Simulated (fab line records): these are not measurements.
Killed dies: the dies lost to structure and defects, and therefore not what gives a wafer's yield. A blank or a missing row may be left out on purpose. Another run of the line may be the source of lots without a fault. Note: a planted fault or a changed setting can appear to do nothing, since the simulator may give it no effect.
fab line records    flow ritCmos
record lots=5  wafers=15  lastDay=6
route steps=202 shown NWELL@35 PWELL@39
lots that met no fault: taken from a fault-free run of the same line
startH: hours from the record's first day to the start of the lot's first wafer shown    waitH: hours since the lot's step before    " the same as in the row above    L1.1+2: one row covering several wafers at once    - no value, or no start was given    * or withheld: withheld    < > ~ a bound
route shown NAME@n: names a module that has steps shown in the file, with the first one's number in the route    usual: mean/standard deviation of fault-free wafers    same: alike in all rows    chamber/n: place in a boat    sites: per-site readings    _std_site: standard deviation across them    _edge_site: the outer-site mean with the inner-site mean subtracted    radiusMm: how far each site lies from the wafer's centre    mask NAME#n: copy n    behind: the tool/chamber that last shaped the wafer    hold: the reason the lot was held/the length of the hold in hours/how it ended    device: the transistor (n, p or np) that didn't switch    end of line: the tests these same wafers got at the end of their route    for a step that has no rows: nothing shown but its recipe    killed: dies lost to structure and defects at the first sort, not the wafer's yield    map: shows each die of a wafer: x if killed, . if not, _ if none is there
set.NAME: the setting that was run; set.NAME@STEP: the one run at that earlier step    model.NAME: the simulator's own value behind a step, which no gauge read
lots at some steps of the route; a table a step, a row a wafer
services: from which hour (startH, from the record's first day; less than 0 if before it) a tool's chamber was out of use, for how many hours, and why
## steps
# step RIT_NWELL_HARDBAKE_07
# recipe resist=NOVOLAK  tempC=140  timeS=120
# usual chillPlateTempC=23.00/0.1
# same timeS=120
lot.wafer  tool           chamber  startH  waitH  chillPlateTempC
L075.1     lithoTrack-02  0        26.44   0.0    22.89
L075.5     "              0        "       "      23.00
L075.6     "              0        "       "      22.95
L079.2     lithoTrack-01  0        47.11   0.1    22.84
L079.4     "              0        "       "      22.96
L079.5     "              0        "       "      22.96
L083.1     lithoTrack-03  0        65.22   0.0    23.05
L083.2     "              0        "       "      22.95
L083.6     "              0        "       "      23.08
L087.1     lithoTrack-01  0        85.34   0.0    22.96
L087.2     "              0        "       "      23.07
L087.6     "              0        "       "      23.12
L093.1     lithoTrack-01  0        116.86  0.0    22.97
L093.2     "              0        "       "      22.97
L093.6     "              0        "       "      23.04
# step RIT_NWELL_IMPLANT_08
# recipe species=P  energyKev=170  doseCm2=5e+13  tiltDeg=7
# usual beamEnergyKeV=170.00/0.057  tiltDeg=6.997/0.023
lot.wafer  tool          chamber  startH  waitH  beamEnergyKeV  tiltDeg
L075.1     implanter-01  0        26.69   0.2    170.00         6.992
L075.5     "             0        "       "      170.02         7.017
L075.6     "             0        "       "      169.96         7.034
L079.2     implanter-04  0        47.34   0.2    170.08         6.957
L079.4     "             0        "       "      169.99         6.964
L079.5     "             0        "       "      169.98         6.989
L083.1     implanter-02  0        65.47   0.2    170.01         7.025
L083.2     "             0        "       "      170.06         7.028
L083.6     "             0        "       "      170.00         7.017
L087.1     implanter-04  0        85.59   0.2    169.99         6.998
L087.2     "             0        "       "      169.97         6.998
L087.6     "             0        "       "      170.07         6.984
L093.1     implanter-04  0        117.11  0.2    170.02         7.009
L093.2     "             0        "       "      170.10         6.979
L093.6     "             0        "       "      170.08         6.994
# step RIT_NWELL_STRIP_09
# recipe chemistry=O2  timeS=180  resist=NOVOLAK  platenTempC=withheld  powerW=500  pressureMtorr=4000  o2FlowSccm=4000
# usual drypumpMotorCurrentA=5.9/0.48
# same timeS=180
lot.wafer  tool            chamber  startH  waitH  drypumpMotorCurrentA  rfHoursCounterH
L075.1     plasmaAsher-04  0        26.84   0.1    6.3                   41
L075.5     "               1        "       "      6.3                   -
L075.6     "               0        "       "      6.3                   -
L079.2     plasmaAsher-04  0        47.47   0.1    6.3                   43
L079.4     "               0        "       "      6.3                   -
L079.5     "               0        "       "      6.3                   -
L083.1     plasmaAsher-02  0        65.62   0.1    5.4                   43
L083.2     "               1        "       "      5.5                   43
L083.6     "               0        "       "      5.4                   -
L087.1     plasmaAsher-04  0        85.74   0.1    6.3                   47
L087.2     "               1        "       "      6.3                   47
L087.6     "               0        "       "      6.3                   -
L093.1     plasmaAsher-03  1        117.26  0.1    5.9                   45
L093.2     "               0        "       "      4.9                   45
L093.6     "               1        "       "      5.9                   -
# step RIT_NWELL_TW_MEAS_10
# usual NWELL_TW=2149/13
lot.wafer  tool          chamber  startH  waitH  NWELL_TW
L075.1     filmMetro-03  -        27.01   0.1    2161
L075.5     "             -        "       "      2165
L075.6     "             -        "       "      2167
L079.2     filmMetro-01  -        47.65   0.1    2138
L079.4     "             -        "       "      2132
L079.5     "             -        "       "      2141
L083.1     filmMetro-02  -        65.80   0.1    2154
L083.2     "             -        "       "      2142
L083.6     "             -        "       "      2158
L087.1     filmMetro-02  -        85.92   0.1    2141
L087.2     "             -        "       "      2145
L087.6     "             -        "       "      2152
L093.1     filmMetro-01  -        117.44  0.1    2142
L093.2     "             -        "       "      2138
L093.6     "             -        "       "      2147
# step RIT_PWELL_HMDS_00
# recipe primeTimeS=60  primeTempC=140
# usual chillPlateTempC=22.99/0.12
lot.wafer  tool           chamber  startH  waitH  chillPlateTempC
L075.1     lithoTrack-03  0        27.07   0.1    23.03
L075.5     "              0        "       "      22.95
L075.6     "              0        "       "      23.10
L079.2     lithoTrack-04  0        47.73   0.1    22.97
L079.4     "              0        "       "      22.90
L079.5     "              0        "       "      23.08
L083.1     lithoTrack-01  0        65.86   0.1    23.10
L083.2     "              0        "       "      22.94
L083.6     "              0        "       "      23.15
L087.1     lithoTrack-01  0        85.98   0.1    22.83
L087.2     "              0        "       "      22.84
L087.6     "              0        "       "      23.02
L093.1     lithoTrack-04  0        117.50  0.1    22.92
L093.2     "              0        "       "      22.86
L093.6     "              0        "       "      23.06
# step RIT_PWELL_COAT_01
# recipe resist=NOVOLAK  spinRpm=2000  resistThkNm=1300
# usual chillPlateTempC=23.06/0.12
lot.wafer  tool           chamber  startH  waitH  chillPlateTempC
L075.1     lithoTrack-03  0        27.22   0.1    22.72
L075.5     "              0        "       "      22.83
L075.6     "              0        "       "      22.94
L079.2     lithoTrack-04  0        47.88   0.1    23.06
L079.4     "              0        "       "      23.05
L079.5     "              0        "       "      23.09
L083.1     lithoTrack-01  0        66.01   0.1    22.93
L083.2     "              0        "       "      22.95
L083.6     "              0        "       "      22.90
L087.1     lithoTrack-01  0        86.13   0.1    23.11
L087.2     "              0        "       "      22.91
L087.6     "              0        "       "      23.07
L093.1     lithoTrack-04  0        117.65  0.1    23.19
L093.2     "              0        "       "      23.11
L093.6     "              0        "       "      23.10
# step RIT_PWELL_SOFTBAKE_02
# recipe resist=NOVOLAK  tempC=90  timeS=60
# usual chillPlateTempC=23.02/0.11
# same timeS=60
lot.wafer  tool           chamber  startH  waitH  chillPlateTempC
L075.1     lithoTrack-03  0        27.37   0.1    23.07
L075.5     "              0        "       "      23.29
L075.6     "              0        "       "      23.16
L079.2     lithoTrack-04  0        48.03   0.1    22.95
L079.4     "              0        "       "      22.85
L079.5     "              0        "       "      22.96
L083.1     lithoTrack-01  0        66.16   0.1    22.98
L083.2     "              0        "       "      22.95
L083.6     "              0        "       "      23.07
L087.1     lithoTrack-01  0        86.28   0.1    22.88
L087.2     "              0        "       "      23.04
L087.6     "              0        "       "      23.13
L093.1     lithoTrack-04  0        117.80  0.1    22.86
L093.2     "              0        "       "      22.98
L093.6     "              0        "       "      23.06
# step RIT_PWELL_EXPOSE_03
# recipe maskId=M3  na=0.57  targetCdNm=43700  doseMj=250
lot.wafer   tool             chamber  startH  waitH  mask
L075.1+5+6  ilineStepper-02  0        27.65   0.2    M3#0
L079.2+4+5  ilineStepper-02  0        48.17   0.1    M3#0
L083.1+2+6  ilineStepper-02  0        66.31   0.1    M3#0
L087.1+2+6  ilineStepper-02  0        86.43   0.1    M3#0
L093.1+2+6  ilineStepper-02  0        118.07  0.2    M3#0
# step RIT_PWELL_PEB_04
# recipe resist=NOVOLAK  tempC=withheld  timeS=withheld
# usual chillPlateTempC=*
lot.wafer  tool           chamber  startH  waitH  chillPlateTempC
L075.1     lithoTrack-03  0        27.76   0.1    *
L075.5     "              0        "       "      *
L075.6     "              0        "       "      *
L079.2     lithoTrack-01  0        48.30   0.1    *
L079.4     "              0        "       "      *
L079.5     "              0        "       "      *
L083.1     lithoTrack-04  0        66.42   0.1    *
L083.2     "              0        "       "      *
L083.6     "              0        "       "      *
L087.1     lithoTrack-04  0        86.55   0.1    *
L087.2     "              0        "       "      *
L087.6     "              0        "       "      *
L093.1     lithoTrack-04  0        118.19  0.1    *
L093.2     "              0        "       "      *
L093.6     "              0        "       "      *
# step RIT_PWELL_DEVELOP_05
# recipe resist=NOVOLAK  developTimeS=68  devTempC=23
# usual chillPlateTempC=23.00/0.093
lot.wafer  tool           chamber  startH  waitH  chillPlateTempC
L075.1     lithoTrack-03  0        -       -      22.86
L075.5     "              0        "       "      22.90
L075.6     "              0        "       "      22.89
L079.2     lithoTrack-01  0        -       -      23.15
L079.4     "              0        "       "      22.98
L079.5     "              0        "       "      23.11
L083.1     lithoTrack-04  0        -       -      23.22
L083.2     "              0        "       "      22.94
L083.6     "              0        "       "      23.09
L087.1     lithoTrack-04  0        -       -      23.12
L087.2     "              0        "       "      23.14
L087.6     "              0        "       "      23.05
L093.1     lithoTrack-04  0        -       -      22.88
L093.2     "              0        "       "      22.94
L093.6     "              0        "       "      22.90
## services
tool             chamber  startH  hours  kind
implanter-04     -        19.78   6.1    repair
plasmaAsher-04   -        21.50   2.6    repair
implanter-02     -        22.08   0.7    repair
implanter-02     -        47.28   2.8    repair
ilineStepper-02  -        67.48   2.1    pm
ilineStepper-02  -        69.57   -      consumableReplace:lamp
plasmaAsher-02   -        108.75  9.0    pm
plasmaAsher-02   0        108.75  9.0    ventCycle
plasmaAsher-02   1        108.75  9.0    ventCycle
plasmaAsher-02   0        117.75  -      clean
plasmaAsher-02   1        117.75  -      clean
## key
fault none
